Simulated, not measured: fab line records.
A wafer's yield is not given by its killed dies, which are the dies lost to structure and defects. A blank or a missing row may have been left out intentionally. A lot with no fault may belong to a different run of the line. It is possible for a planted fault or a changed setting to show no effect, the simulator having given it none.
Which tool is to blame?    flow berkeley cmos170    24 wafers from 8 lots sampled at 3 of the route's 331 steps

WHAT THE GAUGES SHOWED, per wafer
UCB170_V1_CD_MEAS_12: target cd 700 nm.
lot   measured      on         cd nm (nm)
L438  day 7 08:04   cd sem-02  699.7 700.4 700.6
L440  day 7 21:55   cd sem-02  699.6 699.2 698.6
L443  day 8 17:55   cd sem-02  698.4 698.7 699.7
L445  day 9 08:58   cd sem-02  697.9 698.4 699.4
L447  day 9 23:29   cd sem-02  683.7 683.3 682.6 683.7 683.2 682.5
L450  day 10 03:25  cd sem-02  687.0 688.2 687.9 687.2 688.6 688.1
L457  day 11 17:45  cd sem-01  698.1 697.6 696.8
L460  day 12 01:52  cd sem-01  701.1 701.9 700.8

EACH LOT AND THE TOOL THAT RAN IT (in order: tool; ch and the chambers of the sampled wafers; start)
lot   UCB170_SILICIDE_SPUTTER_01    UCB170_V1_EXPOSE_09
L438  pvd sputter-03, day 6 18:04   krf scanner-02 ch 0, day 7 07:01
L440  pvd sputter-02, day 7 05:45   krf scanner-02 ch 0, day 7 21:31
L443  pvd sputter-01, day 8 00:48   krf scanner-02 ch 0, day 8 17:22
L445  pvd sputter-03, day 8 15:32   krf scanner-02 ch 0, day 9 08:27
L447  pvd sputter-03, day 9 06:11   krf scanner-01 ch 0, day 9 22:51
L450  pvd sputter-02, day 9 13:58   krf scanner-01 ch 0, day 10 03:02
L457  pvd sputter-03, day 11 02:59  krf scanner-02 ch 0, day 11 17:22
L460  pvd sputter-02, day 11 13:05  krf scanner-02 ch 0, day 12 01:07
- UCB170_SILICIDE_SPUTTER_01: material Ti, target thk 30 nm, time 25 s.
- UCB170_V1_EXPOSE_09: exposes mask VIA1, target cd 700 nm.

THE ANSWER, worked out from the rows above alone
Rule: usual is defined by the lots themselves. The widest of any qualifying gaps counts: lots, ordered by their means at a reading, are off when they make up no more than a third of the lots, leave a main group of 4 or more, and stand apart from it by 3 or more times the standard deviation of that group's means. If all means in a main group match to the digits the tables above print for the reading, that group is not used. A lot without any number at a reading at which 4 lots or more have one is off too. Where the step has rows for the other lots, those lots are counted as sound.
Off, at UCB170_V1_CD_MEAS_12 on cd nm: L447, L450. The main group: mean 699.3 nm, standard deviation 1.2.
A tool fits if, at a process step before that reading, it ran every lot that is off, and no sound lot after the first of them. Those tools and the gauges at UCB170_V1_CD_MEAS_12 are tried in the same way. 2 tools fit, krf scanner-01 at UCB170_V1_EXPOSE_09 and cd sem-02 at UCB170_V1_CD_MEAS_12, so this cannot tell which one it is.

WHAT THE SIMULATOR PUT IN
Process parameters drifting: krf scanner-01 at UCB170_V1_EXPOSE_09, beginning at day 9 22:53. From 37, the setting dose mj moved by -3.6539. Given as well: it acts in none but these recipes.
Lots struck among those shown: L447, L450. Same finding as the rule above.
